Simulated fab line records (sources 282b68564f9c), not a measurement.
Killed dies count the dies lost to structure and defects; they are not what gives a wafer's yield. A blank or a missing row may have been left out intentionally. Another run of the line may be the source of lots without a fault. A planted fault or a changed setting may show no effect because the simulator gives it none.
Chamber matching	flow ritCmos	4 sister chambers for RIT_GATE_ETCH_19 on rieSi-01
The step etches poly-Si in SF6/CHF3/O2, stops on SiO2, time 165 s, target depth 312.5 nm. 14 wafers are shown with their chamber, then 7 later ones without.

WAFERS PAIRED WITH THEIR CHAMBERS
wafer	chamber	drypumpMotorCurrentA (A)	throttleValvePct (%)	oesProductAu (a.u.)
L849.1	2	6.31	10.24	0.836
L849.3	0	6.10	9.94	0.838
L849.5	3	5.43	10.06	0.853
L850.1	0	6.12	9.97	0.849
L850.2	1	5.79	10.28	0.879
L850.3	3	5.40	10.06	0.865
L852.3	2	6.32	10.23	0.830
L852.4	1	5.77	10.26	0.865
L852.5	2	6.31	10.25	0.815
L862.2	2	6.32	10.24	0.826
L862.3	0	6.11	9.96	0.843
L862.6	2	6.35	10.23	0.818
L866.1	3	5.44	10.06	0.853
L866.2	2	6.34	10.24	0.838

SIGNATURES, as means of the wafers listed above
reading	chamber 0	chamber 1	chamber 2	chamber 3	scatter within a chamber
drypumpMotorCurrentA	6.1100	5.7800	6.3250	5.4233	0.0162
throttleValvePct	9.9567	10.2700	10.2383	10.0600	0.00975
oesProductAu	0.84333	0.87200	0.82717	0.85700	0.00832
Rule: a wafer lies at a distance from a chamber equal to the root of the sum of squares, over the readings, of (its reading less the chamber's mean, divided by the reading's scatter). If the next closest chamber is less than 2 further off than the closest, the wafer can't be placed; otherwise it belongs to the closest. The scatter is the square root of a quotient: the sum, over the shown wafers, of each reading's squared deviation from its chamber's mean, divided by wafers minus chambers.

WAFERS WITHOUT THEIR CHAMBER
wafer	drypumpMotorCurrentA (A)	throttleValvePct (%)	oesProductAu (a.u.)
L866.5	6.35	10.22	0.844
L868.4	5.38	10.05	0.859
L868.5	6.29	10.23	0.832
L868.6	5.79	10.28	0.856
L870.1	5.45	10.07	0.867
L870.5	5.79	10.27	0.846
L870.6	6.32	10.24	0.841

WHICH CHAMBER EACH ONE RAN IN
wafer	from the rows above	in truth
L866.5	2	2
L868.4	3	3
L868.5	2	2
L868.6	1	1
L870.1	3	3
L870.5	1	1
L870.6	2	2
Correctly placed: 7 of 7. Number that these rows cannot place: 0. Wrongly placed: 0.
